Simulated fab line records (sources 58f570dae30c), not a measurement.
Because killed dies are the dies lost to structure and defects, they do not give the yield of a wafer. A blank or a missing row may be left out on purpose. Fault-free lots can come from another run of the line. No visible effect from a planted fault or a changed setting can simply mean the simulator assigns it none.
What tool caused it? + flow berkeley-cmos170 + 21 wafers from 7 lots sampled at 2 of the route's 331 steps

## WHAT THE GAUGES SHOWED, per wafer
UCB170_ACTIVE_CD_MEAS_13 targets a cd of 1200 nm.
| lot  | measured    | on        | cd-nm (nm)           |
|------|-------------|-----------|----------------------|
| L701 | day 4 13:35 | cd-sem-02 | 1197.9 1199.2 1198.8 |
| L703 | day 4 23:25 | cd-sem-01 | 1201.1 1202.4 1200.6 |
| L705 | day 5 14:50 | cd-sem-01 | 1198.0 1195.9 1198.0 |
| L712 | day 6 20:43 | cd-sem-02 | 1202.8 1201.7 1200.2 |
| L715 | day 7 20:46 | cd-sem-01 | 1198.7 1199.0 1199.1 |
| L719 | day 8 23:31 | cd-sem-01 | 1199.2 1199.6 1199.8 |
| L721 | day 9 05:25 | cd-sem-01 | 1198.7 1199.1 1198.9 |

## TOOL THAT RAN EACH LOT (tool first, then ch and the chambers of the sampled wafers, then the start)
| lot  | UCB170_NWELL_ETCH_13              |
|------|-----------------------------------|
| L701 | rie-diel-04 ch 1,2, day 2 18:49   |
| L703 | rie-diel-03 ch 1,2, day 3 05:35   |
| L705 | rie-diel-04 ch 0,3, day 3 12:22   |
| L712 | rie-diel-03 ch 0,1,2, day 5 01:30 |
| L715 | rie-diel-03 ch 0,2,3, day 5 17:31 |
| L719 | rie-diel-03 ch 1,2,3, day 6 16:29 |
| L721 | rie-diel-03 ch 1,2,3, day 7 05:30 |
- UCB170_NWELL_ETCH_13: etches Si3N4 in CH3F/Ar/O2, stops on SiO2, target depth 246.4 nm, time 154 s.

## THE ANSWER, worked out from the rows above alone
Rule: what is usual is taken from the lots themselves. Put in order of their means at a reading, lots are off if they are a third of the lots or fewer, leave a main group of 4 or more, and stand apart from it by a gap of 3 or more times the standard deviation of the main group's means; of several such gaps the widest counts. If all means in a main group match to the digits the tables above print for the reading, that group is not used. Also off: a lot with no number at a reading for which 4 or more lots have one. Where the step has rows for the other lots, those lots are counted as sound.
Across all readings shown, no lot is off: no conclusion can be drawn from this.

## WHAT HAD BEEN PUT IN BY THE SIMULATOR
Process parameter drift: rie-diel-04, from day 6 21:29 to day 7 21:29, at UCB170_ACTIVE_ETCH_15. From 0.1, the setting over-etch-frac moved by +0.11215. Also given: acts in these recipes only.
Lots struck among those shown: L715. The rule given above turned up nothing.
